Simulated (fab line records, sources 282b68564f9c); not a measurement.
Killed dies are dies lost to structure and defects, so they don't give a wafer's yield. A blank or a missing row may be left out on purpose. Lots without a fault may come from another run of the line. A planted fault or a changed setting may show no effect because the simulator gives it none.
Which tool did it? | flow rit_cmos | 14 lots, 42 wafers sampled, at 3 steps of a route of 202

WHAT THE GAUGES READ, wafer by wafer
RIT_PLDD_TW_MEAS_10.
lot  | measured    | on            | PLDD_TW
L437 | day 3 06:29 | film_metro-01 | 2328 2324 2309
L438 | day 3 06:50 | film_metro-04 | 2361 2351 2365
L441 | day 4 00:01 | film_metro-01 | 2338 2335 2336
L444 | day 4 15:20 | film_metro-04 | 2368 2350 2360
L445 | day 4 15:33 | film_metro-01 | 2338 2345 2344
L447 | day 5 03:46 | film_metro-04 | 2350 2353 2353
L448 | day 5 06:01 | film_metro-01 | 2354 2339 2350
L452 | day 6 10:14 | film_metro-01 | 2348 2356 2342
L453 | day 6 12:31 | film_metro-04 | 2290 2297 2287
L454 | day 6 18:02 | film_metro-04 | 2302 2297 2309
L455 | day 6 21:55 | film_metro-01 | 2349 2338 2344
L456 | day 7 00:31 | film_metro-04 | 2351 2354 2344
L458 | day 7 10:09 | film_metro-02 | 2324 2321 2314
L460 | day 7 16:07 | film_metro-01 | 2348 2349 2349

RIT_SDANNEAL_RS_MEAS_06: measures by four-point-probe.
lot  | measured    | on            | PLDD_RS (ohm/sq)
L437 | day 3 12:41 | film_metro-04 | 177.6 178.5 177.6
L438 | day 3 14:14 | film_metro-01 | 178.5 178.7 178.6
L441 | day 4 06:15 | film_metro-01 | 179.3 178.9 179.6
L444 | day 4 21:49 | film_metro-04 | 179.2 178.8 178.9
L445 | day 4 22:56 | film_metro-02 | 178.5 178.4 178.0
L447 | day 5 10:14 | film_metro-02 | 178.9 178.2 178.4
L448 | day 5 13:11 | film_metro-04 | 178.0 178.0 177.5
L452 | day 6 16:34 | film_metro-01 | 179.3 179.0 178.6
L453 | day 6 19:26 | film_metro-02 | 186.6 186.5 186.4
L454 | day 7 01:10 | film_metro-01 | 185.2 184.8 185.0
L455 | day 7 04:14 | film_metro-02 | 179.2 178.7 179.5
L456 | day 7 07:03 | film_metro-01 | 178.6 178.4 178.6
L458 | day 7 16:26 | film_metro-04 | 177.6 177.8 178.2
L460 | day 8 00:16 | film_metro-02 | 178.8 178.5 178.6

WHICH TOOL RAN EACH LOT (tool, then ch and the chambers of the sampled wafers, then the start)
lot  | RIT_PLDD_IMPLANT_08
L437 | implanter-02 ch 0, day 3 06:10
L438 | implanter-04 ch 0, day 3 06:31
L441 | implanter-03 ch 0, day 3 23:42
L444 | implanter-03 ch 0, day 4 15:02
L445 | implanter-03 ch 0, day 4 15:14
L447 | implanter-03 ch 0, day 5 03:27
L448 | implanter-02 ch 0, day 5 05:42
L452 | implanter-02 ch 0, day 6 09:55
L453 | implanter-03 ch 0, day 6 12:11
L454 | implanter-03 ch 0, day 6 17:45
L455 | implanter-02 ch 0, day 6 21:37
L456 | implanter-02 ch 0, day 7 00:11
L458 | implanter-02 ch 0, day 7 09:50
L460 | implanter-02 ch 0, day 7 15:50
- RIT_PLDD_IMPLANT_08

WHAT THE TOOLS THEMSELVES READ (means of the sampled wafers that have a number; where no wafer has one, the mark that the record gives instead)
RIT_PLDD_IMPLANT_08.
lot  | tool         | beam_energy_keV | beam_on_s (s) | dose_ions_cm2
L437 | implanter-02 | 20.001          | 10.03         | 9.007e+14
L438 | implanter-04 | 20.005          | 10.04         | 9.003e+14
L441 | implanter-03 | 19.993          | 9.89          | 9.014e+14
L444 | implanter-03 | 20.000          | 9.83          | 8.988e+14
L445 | implanter-03 | 19.996          | 9.83          | 8.993e+14
L447 | implanter-03 | 19.999          | 10.23         | 8.989e+14
L448 | implanter-02 | 20.004          | 9.82          | 9.000e+14
L452 | implanter-02 | 20.004          | 9.98          | 9.001e+14
L453 | implanter-03 | 18.003          | 9.99          | 8.999e+14
L454 | implanter-03 | 17.991          | 10.06         | 9.007e+14
L455 | implanter-02 | 19.999          | 9.98          | 8.996e+14
L456 | implanter-02 | 20.008          | 10.14         | 8.999e+14
L458 | implanter-02 | 20.004          | 9.95          | 9.002e+14
L460 | implanter-02 | 20.006          | 9.87          | 8.989e+14

THE ANSWER, worked out from the rows above alone
Rule: what is usual is taken from the lots themselves. Put in order of their means at a reading, lots are off if they are a third of the lots or fewer, leave a main group of 4 or more, and stand apart from it by a gap of 3 or more times the standard deviation of the main group's means; of several such gaps the widest counts. A main group whose means are all the same, to the digits that the tables above print for the reading, isn't used. A lot without any number at a reading at which 4 lots or more have one is off too. The other lots that the step has rows for count as sound. The gauges are gone through in route order, then the tools' own readings, and for those a lot's mean is taken as printed above. The first step at which some lot is off is used, and at that step the reading that is off furthest; a lot without a number counts as furthest.
Off: L453, L454, at RIT_SDANNEAL_RS_MEAS_06 (PLDD_RS). The main group: mean 178.5 ohm/sq, standard deviation 0.47.
A tool fits if, at a process step before that reading, it ran every lot that is off, and no sound lot after the first of them. The gauges at RIT_SDANNEAL_RS_MEAS_06 aren't tried: what is off there is off at RIT_PLDD_IMPLANT_08 too, on other tools, and a gauge's error can't cause that. One fits: implanter-03 at RIT_PLDD_IMPLANT_08. Its last sound lot is L447 (day 5 03:27), its first lot that is off L453 (day 6 12:11): a fault that began between those two fits.
The tool's own readings at RIT_PLDD_IMPLANT_08 bear it out: on the lots that are off they differ by more than 5 times the standard deviation of the sound lots' means. beam_energy_keV reads 17.997 there against 20.002 on the sound lots.

WHAT THE SIMULATOR HAD PUT IN
Process parameter drift: implanter-03, from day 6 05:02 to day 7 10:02, at RIT_PLDD_IMPLANT_08. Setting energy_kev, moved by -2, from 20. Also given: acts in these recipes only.
Lots struck among those shown: L453, L454. The rule above found the same.
